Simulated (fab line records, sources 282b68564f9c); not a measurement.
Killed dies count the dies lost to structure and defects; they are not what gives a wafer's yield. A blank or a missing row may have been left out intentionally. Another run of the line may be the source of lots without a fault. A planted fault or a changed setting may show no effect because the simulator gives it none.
fab line records	flow rit_cmos
[record] lots = 5	wafers = 15	last_day = 6
route steps=202 shown PLDD@121 SPACER@125 NSD@131 PSD@142
lots untouched by any fault: they come from a run of this same line in which no faults occurred
start_h: hours from the record's opening day to when the first of the lot's shown wafers began	wait_h: hours since the lot's step before	" same as the row above	L1.1+2: a single row standing in for several wafers	- value missing, or start not given	* or withheld: withheld	< > ~ a bound
route shown NAME@n: NAME is a module with steps in the file, n the number in the route of the first one	usual: mean/standard deviation of fault-free wafers	same: alike in all rows	chamber/n: place in a boat	sites: readings site by site	_std_site: their standard deviation	_edge_site: mean of outer sites minus mean of inner sites	radius_mm: how far each site lies from the wafer's centre	mask NAME#n: copy n	behind: the tool/chamber that last shaped the wafer	hold: why the lot was held/for how many hours/how that ended	device: transistor that didn't switch, given as n, p or np	end of line: tests of these same wafers at the route's end	where a step has no rows: the recipe by itself	killed: the dies lost at the first sort to structure and to defects; this is not the yield of the wafer	map: a wafer's dies, x killed, . not, _ none there
set.NAME: the setting the step ran with; set.NAME@STEP: the setting that earlier step ran with	model.NAME: the simulator's own value behind a step, which no gauge read
lots at some steps of the route; a table a step, a row a wafer
services: the hour from which a tool's chamber was out of use, counted from the record's first day as start_h (under 0 if before that day), plus the number of hours and why
[[steps]]
[step RIT_PLDD_HARDBAKE_07]
[recipe] resist = NOVOLAK	temp_c = 140	time_s = 60
lot.wafer	tool	chamber	start_h	wait_h
L074.1+2+6	litho_track-02	0	43.09	0.0
L078.1+3+4	litho_track-02	0	63.70	0.0
L086.2+3+6	litho_track-03	0	106.45	0.0
L092.1+4+5	litho_track-01	0	133.01	0.0
L093.2+3+5	litho_track-01	0	139.01	0.0
[step RIT_PLDD_IMPLANT_08]
[recipe] species = BF2	energy_kev = 20	dose_cm2 = 9e+14	tilt_deg = 7
lot.wafer	tool	chamber	start_h	wait_h
L074.1+2+6	implanter-03	0	43.24	0.1
L078.1+3+4	implanter-01	0	63.85	0.1
L086.2+3+6	implanter-02	0	106.60	0.1
L092.1+4+5	implanter-01	0	133.16	0.1
L093.2+3+5	implanter-01	0	139.16	0.1
[step RIT_PLDD_STRIP_09]
[recipe] chemistry = O2	time_s = 180	resist = NOVOLAK	platen_temp_c = withheld	power_w = 500	pressure_mtorr = 4000	o2_flow_sccm = 4000
[usual] drypump_motor_current_A = 5.3/0.47
lot.wafer	tool	chamber	start_h	wait_h	drypump_motor_current_A	rf_hours_counter_h
L074.1	plasma_asher-03	0	43.39	0.1	4.7	38
L074.2	"	1	"	"	5.9	38
L074.6	"	1	"	"	5.9	-
L078.1	plasma_asher-01	1	64.00	0.1	5.5	43
L078.3	"	1	"	"	5.5	-
L078.4	"	0	"	"	5.3	-
L086.2	plasma_asher-03	1	106.72	0.1	5.9	45
L086.3	"	0	"	"	4.7	-
L086.6	"	1	"	"	5.9	-
L092.1	plasma_asher-02	1	133.31	0.1	4.7	35
L092.4	"	0	"	"	5.7	-
L092.5	"	1	"	"	4.7	-
L093.2	plasma_asher-01	0	139.28	0.1	5.3	51
L093.3	"	0	"	"	5.3	-
L093.5	"	1	"	"	5.5	-
[step RIT_PLDD_TW_MEAS_10]
[usual] PLDD_TW = 2336/14
lot.wafer	tool	chamber	start_h	wait_h	PLDD_TW
L074.1	film_metro-04	-	43.56	0.1	2326
L074.2	"	-	"	"	2334
L074.6	"	-	"	"	2335
L078.1	film_metro-01	-	64.18	0.1	2356
L078.3	"	-	"	"	2344
L078.4	"	-	"	"	2354
L086.2	film_metro-04	-	106.91	0.1	2349
L086.3	"	-	"	"	2329
L086.6	"	-	"	"	2337
L092.1	film_metro-04	-	133.48	0.1	2321
L092.4	"	-	"	"	2307
L092.5	"	-	"	"	2320
L093.2	film_metro-04	-	139.47	0.1	2313
L093.3	"	-	"	"	2323
L093.5	"	-	"	"	2318
[step RIT_SPACER_CLEAN_00]
[recipe] chemistry = SC1	mix = 3:3:50	time_s = 600	temp_c = 75
[usual] temp_c = 75.01/0.13
lot.wafer	tool	chamber	start_h	wait_h	temp_c
L074.1	wet_bench-01	3	43.62	0.1	74.80
L074.2	"	3	"	"	74.98
L074.6	"	3	"	"	74.85
L078.1	wet_bench-03	2	64.24	0.1	75.03
L078.3	"	2	"	"	74.83
L078.4	"	2	"	"	74.94
L086.2	wet_bench-01	1	106.96	0.0	75.04
L086.3	"	1	"	"	74.96
L086.6	"	1	"	"	75.17
L092.1	wet_bench-01	2	133.54	0.1	75.11
L092.4	"	2	"	"	75.21
L092.5	"	2	"	"	75.21
L093.2	wet_bench-01	1	139.52	0.0	74.93
L093.3	"	1	"	"	75.06
L093.5	"	1	"	"	74.77
[step RIT_SPACER_CLEAN_01]
[recipe] chemistry = dHF	dilution = 50:1	time_s = 30
lot.wafer	tool	chamber	start_h	wait_h
L074.1+2+6	wet_bench-02	0	43.80	0.0
L078.1+3+4	wet_bench-01	3	64.43	0.0
L086.2+3+6	wet_bench-02	0	107.15	0.0
L092.1+4+5	wet_bench-02	2	133.89	0.0
L093.2+3+5	wet_bench-02	3	139.87	0.0
[step RIT_SPACER_CLEAN_02]
[recipe] chemistry = SC2	mix = 3:3:50	time_s = 600	temp_c = 75	dry = n2_spin
[usual] temp_c = 74.99/0.14
lot.wafer	tool	chamber	start_h	wait_h	temp_c
L074.1	wet_bench-01	1	43.82	0.0	75.02
L074.2	"	1	"	"	75.04
L074.6	"	1	"	"	75.07
L078.1	wet_bench-02	1	64.45	0.0	75.12
L078.3	"	1	"	"	74.81
L078.4	"	1	"	"	74.79
L086.2	wet_bench-03	2	107.17	0.0	74.94
L086.3	"	2	"	"	74.88
L086.6	"	2	"	"	74.89
L092.1	wet_bench-03	1	133.91	0.0	74.87
L092.4	"	1	"	"	74.98
L092.5	"	1	"	"	74.87
L093.2	wet_bench-01	3	139.88	0.0	74.89
L093.3	"	3	"	"	74.79
L093.5	"	3	"	"	74.87
[step RIT_SPACER_CVD_03]
[recipe] material = Si3N4	target_thk_nm = 250	temp_c = 810	precursor = SiH2Cl2/NH3	time_s = 3300	pressure_mtorr = 300	sih2cl2_flow_sccm = 60	nh3_flow_sccm = 150
[usual] nh3_flow_sccm = 150.0/0.44	spike_tc_load_C = 836/4.3	zone_power_centre_pct = 37.4/2.8
lot.wafer	tool	chamber	start_h	wait_h	nh3_flow_sccm	spike_tc_load_C	zone_power_centre_pct
L074.1	lpcvd-01	1	43.99	0.0	150.9	830	32.5
L074.2	"	1	"	"	150.2	830	33.1
L074.6	"	1	"	"	150.2	828	32.0
L078.1	lpcvd-02	1	64.62	0.0	149.9	840	37.2
L078.3	"	1	"	"	149.9	841	37.4
L078.4	"	1	"	"	150.1	842	37.7
L086.2	lpcvd-01	0	107.58	0.2	150.9	833	39.2
L086.3	"	0	"	"	150.6	834	39.1
L086.6	"	0	"	"	149.8	834	40.1
L092.1	lpcvd-02	1	134.09	0.0	150.7	843	37.6
L092.4	"	1	"	"	149.9	842	37.7
L092.5	"	1	"	"	150.2	842	37.8
L093.2	lpcvd-02	0	140.23	0.0	150.3	836	39.1
L093.3	"	0	"	"	149.9	836	40.2
L093.5	"	0	"	"	150.2	837	39.9
[step RIT_SPACER_THK_MEAS_04]
[recipe] reads = Si3N4_of_SPACER_CVD_03
[usual] SPACER_NITRIDE_THK = 249.6/2.2
lot.wafer	tool	chamber	start_h	wait_h	SPACER_NITRIDE_THK[nm]
L074.1	film_metro-01	-	45.91	0.0	246.3
L074.2	"	-	"	"	246.5
L074.6	"	-	"	"	248.2
L078.1	film_metro-04	-	66.54	0.0	249.7
L078.3	"	-	"	"	246.8
L078.4	"	-	"	"	248.5
L086.2	film_metro-01	-	109.51	0.0	247.4
L086.3	"	-	"	"	245.0
L086.6	"	-	"	"	247.0
L092.1	film_metro-03	-	136.00	0.0	251.7
L092.4	"	-	"	"	251.3
L092.5	"	-	"	"	250.6
L093.2	film_metro-03	-	142.16	0.0	250.8
L093.3	"	-	"	"	251.5
L093.5	"	-	"	"	249.4
[step RIT_SPACER_ETCHBACK_05]
[recipe] target_depth_a = 2500	SF6_flow_sccm = 30	CHF3_flow_sccm = 30	target = Si3N4	chemistry = SF6/CHF3	pressure_mtorr = 40	rf_w = 250	time_s = 240	stop_on = SiO2
[usual] drypump_motor_current_A = 5.9/0.46	oes_product_au = 0.847/0.013	throttle_valve_pct = 10.34/0.13
lot.wafer	tool	chamber	start_h	wait_h	drypump_motor_current_A	oes_product_au	rf_hours_counter_h	throttle_valve_pct
L074.1	rie_diel-03	3	45.97	0.1	6.0	0.854	7	10.39
L074.2	"	0	"	"	6.5	0.829	47	10.49
L074.6	"	1	"	"	5.7	0.861	-	10.14
L078.1	rie_diel-03	0	66.60	0.1	6.5	0.836	48	10.49
L078.3	"	3	"	"	6.1	0.841	8	10.41
L078.4	"	1	"	"	5.7	0.855	93	10.16
L086.2	rie_diel-01	1	109.56	0.0	6.6	0.823	115	10.17
L086.3	"	2	"	"	5.5	0.828	133	10.28
L086.6	"	2	"	"	5.5	0.836	-	10.28
L092.1	rie_diel-01	2	136.06	0.1	5.5	0.856	134	10.29
L092.4	"	1	"	"	6.6	0.843	116	10.18
L092.5	"	3	"	"	6.2	0.843	-	10.49
L093.2	rie_diel-02	1	142.21	0.0	5.3	0.853	121	10.19
L093.3	"	3	"	"	5.3	0.838	52	10.22
L093.5	"	1	"	"	5.3	0.845	-	10.17
[step RIT_NSD_HMDS_00]
[recipe] prime_time_s = 60	prime_temp_c = 140
lot.wafer	tool	chamber	start_h	wait_h
L074.1+2+6	litho_track-04	0	46.12	0.1
L078.1+3+4	litho_track-02	0	66.75	0.1
L086.2+3+6	litho_track-02	0	109.73	0.1
L092.1+4+5	litho_track-04	0	136.21	0.1
L093.2+3+5	litho_track-02	0	142.39	0.1
[step RIT_NSD_COAT_01]
[recipe] resist = NOVOLAK	spin_rpm = 3250	resist_thk_nm = 1000
lot.wafer	tool	chamber	start_h	wait_h
L074.1+2+6	litho_track-04	0	46.27	0.1
L078.1+3+4	litho_track-02	0	66.90	0.1
L086.2+3+6	litho_track-02	0	109.88	0.1
L092.1+4+5	litho_track-04	0	136.36	0.1
L093.2+3+5	litho_track-02	0	142.54	0.1
[step RIT_NSD_SOFTBAKE_02]
[recipe] resist = NOVOLAK	temp_c = 90	time_s = 60
lot.wafer	tool	chamber	start_h	wait_h
L074.1+2+6	litho_track-04	0	46.42	0.1
L078.1+3+4	litho_track-02	0	67.05	0.1
L086.2+3+6	litho_track-02	0	110.03	0.1
L092.1+4+5	litho_track-04	0	136.51	0.1
L093.2+3+5	litho_track-02	0	142.69	0.1
[step RIT_NSD_EXPOSE_03]
[recipe] mask_id = M9	na = 0.57	target_cd_nm = 40700	dose_mj = 250
[usual] exposure_dose_mJ_cm2 = 250.02/0.25	reticle_temp_C = 23.02/0.11
lot.wafer	tool	chamber	start_h	wait_h	mask	exposure_dose_mJ_cm2	reticle_temp_C
L074.1	iline_stepper-01	0	46.57	0.1	M9#0	249.84	23.05
L074.2	"	0	"	"	M9#0	249.52	23.04
L074.6	"	0	"	"	M9#0	250.03	23.10
L078.1	iline_stepper-01	0	67.32	0.2	M9#0	250.51	22.94
L078.3	"	0	"	"	M9#0	250.49	23.04
L078.4	"	0	"	"	M9#0	250.47	23.07
L086.2	iline_stepper-02	0	110.18	0.1	M9#0	249.88	22.88
L086.3	"	0	"	"	M9#0	249.87	22.94
L086.6	"	0	"	"	M9#0	249.93	22.95
L092.1	iline_stepper-01	0	136.66	0.1	M9#0	250.18	23.14
L092.4	"	0	"	"	M9#0	250.13	23.05
L092.5	"	0	"	"	M9#0	250.33	23.02
L093.2	iline_stepper-02	0	142.96	0.2	M9#0	250.29	23.02
L093.3	"	0	"	"	M9#0	250.04	23.05
L093.5	"	0	"	"	M9#0	250.03	23.26
[step RIT_NSD_PEB_04]
[recipe] resist = NOVOLAK	temp_c = withheld	time_s = withheld
lot.wafer	tool	chamber	start_h	wait_h
L074.1+2+6	litho_track-01	0	46.68	0.1
L078.1+3+4	litho_track-02	0	67.44	0.1
L086.2+3+6	litho_track-02	0	110.30	0.1
L092.1+4+5	litho_track-02	0	136.78	0.1
L093.2+3+5	litho_track-01	0	143.08	0.1
[step RIT_NSD_DEVELOP_05]
[recipe] resist = NOVOLAK	develop_time_s = 50	dev_temp_c = 23
lot.wafer	tool	chamber	start_h	wait_h
L074.1+2+6	litho_track-01	0	-	-
L078.1+3+4	litho_track-02	0	-	-
L086.2+3+6	litho_track-02	0	-	-
L092.1+4+5	litho_track-02	0	-	-
L093.2+3+5	litho_track-01	0	-	-
[step RIT_NSD_OVL_MEAS_06]
[usual] NSD_OVL = 0.2/1.5
lot.wafer	tool	chamber	start_h	wait_h	NSD_OVL[nm]
L074.1	overlay-01	-	46.97	-	1.1
L074.2	"	-	"	"	-0.1
L074.6	"	-	"	"	-0.8
L078.1	overlay-02	-	67.72	-	1.0
L078.3	"	-	"	"	3.1
L078.4	"	-	"	"	1.5
L086.2	overlay-01	-	110.56	-	1.6
L086.3	"	-	"	"	1.7
L086.6	"	-	"	"	2.0
L092.1	overlay-01	-	137.06	-	-1.4
L092.4	"	-	"	"	1.0
L092.5	"	-	"	"	-1.1
L093.2	overlay-01	-	143.34	-	-2.6
L093.3	"	-	"	"	-1.1
L093.5	"	-	"	"	-1.2
[step RIT_NSD_HARDBAKE_07]
[recipe] resist = NOVOLAK	temp_c = 140	time_s = 60
lot.wafer	tool	chamber	start_h	wait_h
L074.1+2+6	litho_track-01	0	47.00	0.0
L078.1+3+4	litho_track-02	0	67.76	0.0
L086.2+3+6	litho_track-02	0	110.62	0.0
L092.1+4+5	litho_track-04	0	137.10	0.0
L093.2+3+5	litho_track-02	0	143.40	0.0
[step RIT_NSD_IMPLANT_08]
[recipe] species = P	energy_kev = 25	dose_cm2 = 1e+15	tilt_deg = 7
lot.wafer	tool	chamber	start_h	wait_h
L074.1+2+6	implanter-04	0	47.15	0.1
L078.1+3+4	implanter-04	0	67.91	0.1
L086.2+3+6	implanter-02	0	110.77	0.1
L092.1+4+5	implanter-04	0	137.25	0.1
L093.2+3+5	implanter-04	0	143.55	0.1
[step RIT_NSD_STRIP_09]
[recipe] chemistry = O2	time_s = 180	resist = NOVOLAK	platen_temp_c = withheld	power_w = 500	pressure_mtorr = 4000	o2_flow_sccm = 4000
[usual] drypump_motor_current_A = 5.4/0.37
lot.wafer	tool	chamber	start_h	wait_h	drypump_motor_current_A	rf_hours_counter_h
L074.1	plasma_asher-01	1	47.30	0.1	5.5	41
L074.2	"	0	"	"	5.3	41
L074.6	"	0	"	"	5.3	-
L078.1	plasma_asher-04	1	68.06	0.1	5.3	44
L078.3	"	1	"	"	5.3	-
L078.4	"	0	"	"	5.9	-
L086.2	plasma_asher-02	0	110.89	0.1	5.7	32
L086.3	"	1	"	"	4.8	-
L086.6	"	1	"	"	4.7	-
L092.1	plasma_asher-01	0	137.40	0.1	5.3	50
L092.4	"	1	"	"	5.5	-
L092.5	"	1	"	"	5.5	-
L093.2	plasma_asher-04	0	143.67	0.1	6.0	3
L093.3	"	1	"	"	5.4	-
L093.5	"	1	"	"	5.3	-
[step RIT_NSD_TW_MEAS_10]
[usual] NSD_TW = 3112/17
lot.wafer	tool	chamber	start_h	wait_h	NSD_TW
L074.1	film_metro-01	-	47.48	0.1	3109
L074.2	"	-	"	"	3096
L074.6	"	-	"	"	3115
L078.1	film_metro-02	-	68.23	0.1	3120
L078.3	"	-	"	"	3118
L078.4	"	-	"	"	3099
L086.2	film_metro-02	-	111.08	0.1	3104
L086.3	"	-	"	"	3104
L086.6	"	-	"	"	3112
L092.1	film_metro-01	-	137.57	0.1	3124
L092.4	"	-	"	"	3141
L092.5	"	-	"	"	3132
L093.2	film_metro-01	-	143.86	0.1	3106
L093.3	"	-	"	"	3135
L093.5	"	-	"	"	3129
[step RIT_PSD_HMDS_00]
[recipe] prime_time_s = 60	prime_temp_c = 140
lot.wafer	tool	chamber	start_h	wait_h
L074.1+2+6	litho_track-04	0	47.54	0.1
L078.1+3+4	litho_track-03	0	68.29	0.1
L086.2+3+6	litho_track-04	0	111.15	0.1
L092.1+4+5	litho_track-01	0	137.63	0.1
L093.2+3+5	litho_track-03	0	143.93	0.1
[step RIT_PSD_COAT_01]
[recipe] resist = NOVOLAK	spin_rpm = 3250	resist_thk_nm = 1000
lot.wafer	tool	chamber	start_h	wait_h
L074.1+2+6	litho_track-04	0	47.69	0.1
L078.1+3+4	litho_track-03	0	68.44	0.1
L086.2+3+6	litho_track-04	0	111.30	0.1
L092.1+4+5	litho_track-01	0	137.78	0.1
L093.2+3+5	litho_track-03	0	144.08	0.1
[step RIT_PSD_SOFTBAKE_02]
[recipe] resist = NOVOLAK	temp_c = 90	time_s = 60
lot.wafer	tool	chamber	start_h	wait_h
L074.1+2+6	litho_track-04	0	47.84	0.1
L078.1+3+4	litho_track-03	0	68.59	0.1
L086.2+3+6	litho_track-04	0	111.45	0.1
L092.1+4+5	litho_track-01	0	137.93	0.1
L093.2+3+5	litho_track-03	0	144.23	0.1
[[services]]
tool	chamber	start_h	hours	kind
rie_diel-01	-	22.87	4.3	pm
iline_stepper-01	-	25.66	1.7	pm
iline_stepper-02	-	28.46	15.0	repair
iline_stepper-02	-	29.47	7.1	repair
rie_diel-02	2	46.25	1.8	repair
iline_stepper-02	-	53.69	1.7	pm
rie_diel-03	-	63.17	1.2	repair
implanter-04	-	63.58	4.0	pm
rie_diel-03	1	67.11	4.3	repair
rie_diel-03	0	69.56	6.8	repair
rie_diel-03	2	74.67	8.6	repair
implanter-04	-	81.70	2.1	repair
rie_diel-03	0	83.14	16.3	repair
implanter-01	-	83.40	6.1	repair
lpcvd-02	-	100.66	6.1	pm
implanter-02	-	102.93	2.7	repair
plasma_asher-04	-	108.75	9.0	pm
plasma_asher-02	-	112.24	1.4	repair
implanter-03	-	117.41	2.3	repair
rie_diel-02	1	119.97	2.4	repair
iline_stepper-02	-	129.54	4.4	pm
implanter-03	-	133.55	5.8	pm
plasma_asher-02	-	136.57	2.0	repair
implanter-02	-	138.28	5.8	repair
[[key]]
fault none
